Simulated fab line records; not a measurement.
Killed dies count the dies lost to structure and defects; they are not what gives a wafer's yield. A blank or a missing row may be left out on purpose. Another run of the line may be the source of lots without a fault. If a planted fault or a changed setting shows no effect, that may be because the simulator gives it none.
Code-filled problem report in 8D (eight disciplines) form + flow ritCmos + the parts of the form that need people (team, actions taken, sign-off) are left out

== 1. WHAT WENT WRONG ==
Mean NWELL_RS at RIT_WELLDRIVE_RS_MEAS_01: 286.5 ohm/sq over 9 wafers in 3 lots; fault-free wafers: 275.3 ohm/sq, standard deviation 0.81. Measured from the usual mean, that is +14 standard deviations.
The step: measures by four-point-probe.
First seen on wafer L264.1, day 4 06:05, on filmMetro-03. Wafers with a number at this step in the record: 45, from 15 lots. By rule, "out" or "out of limits" means more than 4 standard deviations away from the usual mean. All remaining wafers that have a number are taken as sound.

== 2. WHAT IT IS, WHAT IT ISN'T ==
| question                    | is                         | is not                                                                                 |
|-----------------------------|----------------------------|----------------------------------------------------------------------------------------|
| which readings at this step | NWELL_RS                   | -                                                                                      |
| which lots                  | L264, L265, L268           | L254, L255, L256, L257, L259, L261, L262, L263, L274, L275, L276, L277                 |
| which wafers of those lots  | all that have a number     | -                                                                                      |
| read on which gauges        | filmMetro-01, filmMetro-03 | filmMetro-04                                                                           |
| when                        | from day 4 06:05           | up to then (24 sound wafers); but 12 sound wafers of L274, L275, L276, L277 came after |

== 3. WHAT RULES OUT EACH SUSPECT ==
Counting: a tool at any process step up to the reading remains a suspect when it ran all the lots that are out and ran no sound lot after the first of those.
- the gauge at RIT_WELLDRIVE_RS_MEAS_01 has been ruled out. 2 gauges (filmMetro-01, filmMetro-03) read the wafers that are out.
- furnace-01 at RIT_WELLDRIVE_ANNEAL_00 (time 14700 s): kept. It ran every lot that is out, first L264 (day 4 01:00), and no sound lot after that; its last sound lot up to then is L262 (day 3 15:48). On those wafers its own readings are out: runLengthS.
After counting, what remains is furnace-01 at RIT_WELLDRIVE_ANNEAL_00.

== 4. THE CAUSE (what the simulator had put in) ==
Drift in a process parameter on furnace-01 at RIT_WELLDRIVE_ANNEAL_00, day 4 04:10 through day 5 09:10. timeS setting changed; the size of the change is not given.
Only this tool survived the counting.

== 5. SEQUENCE OF EFFECTS, ordered by route ==
One row per reading whose mean, taken over the struck wafers that have a number, lies over 3 standard deviations from the usual. Readings are gone through only where the record gives a usual standard deviation; hours: the median, over the lots, of the time from a lot's start at the first step in this table giving one to that lot's start at this step; sigmas: the change measured in usual standard deviations.
| hours | step                     | reading    | usual        | on struck wafers | change | sigmas      |
|-------|--------------------------|------------|--------------|------------------|--------|-------------|
| 0     | RIT_WELLDRIVE_ANNEAL_00  | runLengthS | 18265 s      | 15329            | -2936  | -99 or more |
| 5     | RIT_WELLDRIVE_RS_MEAS_01 | NWELL_RS   | 275.3 ohm/sq | 286.5            | +11.2  | +14         |
| 5     | RIT_WELLDRIVE_RS_MEAS_02 | PWELL_RS   | 429.5 ohm/sq | 441.3            | +11.8  | +9.8        |
The process steps in it:
- RIT_WELLDRIVE_ANNEAL_00: time 14700 s.

== 6. WHAT WOULD HAVE CAUGHT IT SOONER ==
Counted from the fault's start at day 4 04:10, it took 2 hours until the first out-of-limits reading at a measuring or inspecting step in this record, taken at day 4 06:05.
At RIT_WELLDRIVE_ANNEAL_00, the tool's own readings (runLengthS) were out on each struck wafer the step has a row for, so an alarm limit on them would have fired on the first such wafer.
Of the lots that are out (3), L265, L268 began RIT_WELLDRIVE_ANNEAL_00 on furnace-01 after day 4 06:05. A hold on the tool at that time would have spared those 2.
